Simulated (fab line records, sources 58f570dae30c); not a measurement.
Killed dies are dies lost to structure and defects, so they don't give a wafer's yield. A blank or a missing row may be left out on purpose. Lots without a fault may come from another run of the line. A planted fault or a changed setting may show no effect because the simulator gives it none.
Which tool did it? | flow berkeley_cmos170 | 14 lots, 42 wafers sampled, at 2 steps of a route of 331

WHAT THE GAUGES READ, wafer by wafer
UCB170_NVT_TW_MEAS_09. Usual: NVT_TW 521, standard deviation 4.4.
lot  | measured     | on            | NVT_TW      | flag
L554 | day 5 07:43  | film_metro-02 | 516 520 517 |
L553 | day 5 07:56  | film_metro-01 | 522 524 524 |
L555 | day 5 21:17  | film_metro-04 | 526 523 524 |
L558 | day 6 14:20  | film_metro-02 | 513 513 513 |
L557 | day 6 14:34  | film_metro-01 | 526 522 519 |
L559 | day 7 03:14  | film_metro-01 | 521 523 525 |
L561 | day 7 11:50  | film_metro-02 | 516 515 516 |
L560 | day 7 12:07  | film_metro-02 | 516 518 514 |
L562 | day 7 16:22  | film_metro-04 | 526 524 528 |
L563 | day 7 23:46  | film_metro-02 | 515 515 515 |
L564 | day 8 00:05  | film_metro-01 | 522 522 525 |
L566 | day 8 06:33  | film_metro-04 | 525 526 526 |
L573 | day 9 22:54  | film_metro-02 | 585 587 585 | OFF
L576 | day 10 18:51 | film_metro-02 | 587 587 587 | OFF

WHICH TOOL RAN EACH LOT (tool, then ch and the chambers of the sampled wafers, then the start)
lot  | UCB170_NVT_IMPLANT_07
L554 | implanter-03 ch 0, day 5 07:28
L553 | implanter-01 ch 0, day 5 07:41
L555 | implanter-03 ch 0, day 5 21:04
L558 | implanter-01 ch 0, day 6 14:05
L557 | implanter-02 ch 0, day 6 14:20
L559 | implanter-01 ch 0, day 7 02:59
L561 | implanter-01 ch 0, day 7 11:35
L560 | implanter-02 ch 0, day 7 11:52
L562 | implanter-02 ch 0, day 7 16:08
L563 | implanter-03 ch 0, day 7 23:33
L564 | implanter-01 ch 0, day 7 23:51
L566 | implanter-01 ch 0, day 8 06:18
L573 | implanter-02 ch 0, day 9 22:39
L576 | implanter-02 ch 0, day 10 18:36
- UCB170_NVT_IMPLANT_07

WHAT THE TOOLS THEMSELVES READ (means of the sampled wafers that have a number; where no wafer has one, the mark that the record gives instead)
UCB170_NVT_IMPLANT_07. Usual: dose_ions_cm2 3e+12, standard deviation 3.1e+09; faraday_current_uA 9.51, standard deviation 0.19; tilt_deg 6.995 degrees, standard deviation 0.02.
lot  | tool         | dose_ions_cm2 | faraday_current_uA | tilt_deg (degrees) | flag
L554 | implanter-03 | 3e+12         | 9.38               | 6.965              |
L553 | implanter-01 | 3e+12         | 9.29               | 7.008              |
L555 | implanter-03 | 3e+12         | 9.70               | 7.006              |
L558 | implanter-01 | 3e+12         | 9.53               | 6.991              |
L557 | implanter-02 | 3e+12         | 9.75               | 6.976              |
L559 | implanter-01 | 3e+12         | 9.66               | 7.005              |
L561 | implanter-01 | 3e+12         | 9.61               | 7.024              |
L560 | implanter-02 | 3e+12         | 9.40               | 6.987              |
L562 | implanter-02 | 3e+12         | 9.54               | 6.981              |
L563 | implanter-03 | 3e+12         | 9.71               | 7.008              |
L564 | implanter-01 | 3e+12         | 9.47               | 7.001              |
L566 | implanter-01 | 3e+12         | 9.47               | 6.998              |
L573 | implanter-02 | 4e+12         | 14.20              | 6.992              | OFF
L576 | implanter-02 | 4e+12         | 14.48              | 6.969              | OFF

THE ANSWER, worked out from the rows above alone
Rule: a lot is off if the mean of its wafers that have a number lies more than 3 standard deviations from the usual mean. A lot without any number at a reading at which 4 lots or more have one is off too. The other lots that the step has rows for count as sound. The gauges are gone through in route order, then the tools' own readings, and for those a lot's mean is taken as printed above. The first step at which some lot is off is used, and at that step the reading that is off furthest; a lot without a number counts as furthest.
Off: L573, L576, at UCB170_NVT_TW_MEAS_09 (NVT_TW).
A tool fits if, at a process step before that reading, it ran every lot that is off, and no sound lot after the first of them. The gauges at UCB170_NVT_TW_MEAS_09 aren't tried: what is off there is off at UCB170_NVT_IMPLANT_07 too, on other tools, and a gauge's error can't cause that. One fits: implanter-02 at UCB170_NVT_IMPLANT_07. Its last sound lot is L562 (day 7 16:08), its first lot that is off L573 (day 9 22:39): a fault that began between those two fits.
The tool's own readings at UCB170_NVT_IMPLANT_07 bear it out: on the lots that are off they differ by more than 5 times the standard deviation of the sound lots' means. dose_ions_cm2 reads 4e+12 there against 3e+12 on the sound lots; faraday_current_uA reads 14.34 there against 9.54 on the sound lots.

WHAT THE SIMULATOR HAD PUT IN
Process parameter drift: implanter-02, from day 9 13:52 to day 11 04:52, at UCB170_NVT_IMPLANT_07. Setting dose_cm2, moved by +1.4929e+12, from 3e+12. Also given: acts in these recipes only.
Lots struck among those shown: L573, L576. The rule above found the same.
